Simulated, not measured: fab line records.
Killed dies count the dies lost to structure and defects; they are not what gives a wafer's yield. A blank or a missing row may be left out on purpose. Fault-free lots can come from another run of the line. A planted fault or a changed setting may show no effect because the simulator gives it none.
The tool behind it: which one? + flow rit_cmos + 7 lots (21 wafers sampled), 1 step of a 202-step route

WHAT THE GAUGES SHOWED, per wafer
RIT_ACTIVE_BOW_MEAS_00.
| lot  | measured    | on            | INCOMING_BOW (um) |
|------|-------------|---------------|-------------------|
| L110 | day 1 15:00 | film_metro-03 | -13 6 -4          |
| L112 | day 2 01:04 | film_metro-02 | -3 6 -1           |
| L114 | day 2 11:00 | film_metro-02 | -10 -8 1          |
| L116 | day 2 21:02 | film_metro-02 | -2 9 -9           |
| L124 | day 4 13:00 | film_metro-02 | 9 5 -4            |
| L126 | day 4 23:00 | film_metro-03 | 3 -8 -4           |
| L130 | day 5 19:00 | film_metro-01 | 0 -5 7            |

EACH LOT AND THE TOOL THAT RAN IT (in order: tool; ch and the chambers of the sampled wafers; start)
Before these readings, the record contains no process step.

THE ANSWER, worked out from the rows above alone
Rule: the usual values come from the lots themselves. The widest of any qualifying gaps counts: lots, ordered by their means at a reading, are off when they make up no more than a third of the lots, leave a main group of 4 or more, and stand apart from it by 3 or more times the standard deviation of that group's means. The tables above print the reading to a certain number of digits; a main group whose means all agree to those digits is not used. Also off: a lot with no number at a reading for which 4 or more lots have one. All remaining lots with rows at the step are treated as sound.
Nothing can be told from this: no lot is off at any reading shown.

WHAT WAS PUT IN BY THE SIMULATOR
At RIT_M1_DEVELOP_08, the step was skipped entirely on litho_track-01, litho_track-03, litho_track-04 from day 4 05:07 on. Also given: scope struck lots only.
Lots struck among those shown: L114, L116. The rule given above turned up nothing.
